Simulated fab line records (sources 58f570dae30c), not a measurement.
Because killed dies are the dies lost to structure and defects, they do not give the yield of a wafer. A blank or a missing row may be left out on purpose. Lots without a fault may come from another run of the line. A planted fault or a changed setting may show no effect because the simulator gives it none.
Which tool is to blame? + flow berkeley-cmos170 + 7 lots with 21 wafers sampled at 3 steps, on a route of 331 steps

## WHAT EACH GAUGE READ, for each wafer
UCB170_M1_OVL_MEAS_10.
| lot  | measured     | on         | M1_OVL (nm) |
|------|--------------|------------|-------------|
| L986 | day 8 11:02  | overlay-02 | 2 -1 3      |
| L987 | day 8 08:56  | overlay-02 | -2 -1 0     |
| L990 | day 9 10:02  | overlay-01 | -5 -8 -11   |
| L993 | day 9 20:13  | overlay-02 | 2 6 3       |
| L100 | day 12 02:25 | overlay-01 | 5 2 2       |
| L101 | day 12 11:37 | overlay-02 | -2 -4 -8    |
| L106 | day 13 14:15 | overlay-01 | -5 -8 -13   |

## WHAT TOOL EACH LOT RAN ON (gives the tool, then ch and the chambers of the sampled wafers, and finally the start)
| lot  | UCB170_ACTIVE_STRIP_16              | UCB170_CONTACT_STRIP_19              |
|------|-------------------------------------|--------------------------------------|
| L986 | plasma-asher-04 ch 0,1, day 5 06:13 | plasma-asher-04 ch 0,1, day 8 08:51  |
| L987 | plasma-asher-01 ch 0,1, day 5 06:35 | plasma-asher-04 ch 0,1, day 8 06:59  |
| L990 | plasma-asher-01 ch 0,1, day 5 23:49 | plasma-asher-01 ch 0,1, day 9 08:22  |
| L993 | plasma-asher-04 ch 1, day 6 13:00   | plasma-asher-02 ch 0,1, day 9 17:03  |
| L100 | plasma-asher-03 ch 0,1, day 8 11:08 | plasma-asher-01 ch 1, day 12 00:47   |
| L101 | plasma-asher-01 ch 0,1, day 8 20:58 | plasma-asher-04 ch 0,1, day 12 09:26 |
| L106 | plasma-asher-04 ch 0,1, day 9 17:06 | plasma-asher-01 ch 0,1, day 13 12:02 |
- UCB170_ACTIVE_STRIP_16: strips in O2.
- UCB170_CONTACT_STRIP_19: strips in O2.

## THE ANSWER, worked out from the rows above alone
Rule: the lots themselves supply what counts as usual. Put in order of their means at a reading, lots are off if they are a third of the lots or fewer, leave a main group of 4 or more, and stand apart from it by a gap of 3 or more times the standard deviation of the main group's means; of several such gaps the widest counts. A main group is skipped when, at the precision printed for the reading in the tables above, its means are all equal. A lot without any number at a reading at which 4 lots or more have one is off too. All remaining lots with rows at the step are treated as sound.
Nothing can be told from this: no lot is off at any reading shown.

## WHAT THE SIMULATOR HAD INSERTED
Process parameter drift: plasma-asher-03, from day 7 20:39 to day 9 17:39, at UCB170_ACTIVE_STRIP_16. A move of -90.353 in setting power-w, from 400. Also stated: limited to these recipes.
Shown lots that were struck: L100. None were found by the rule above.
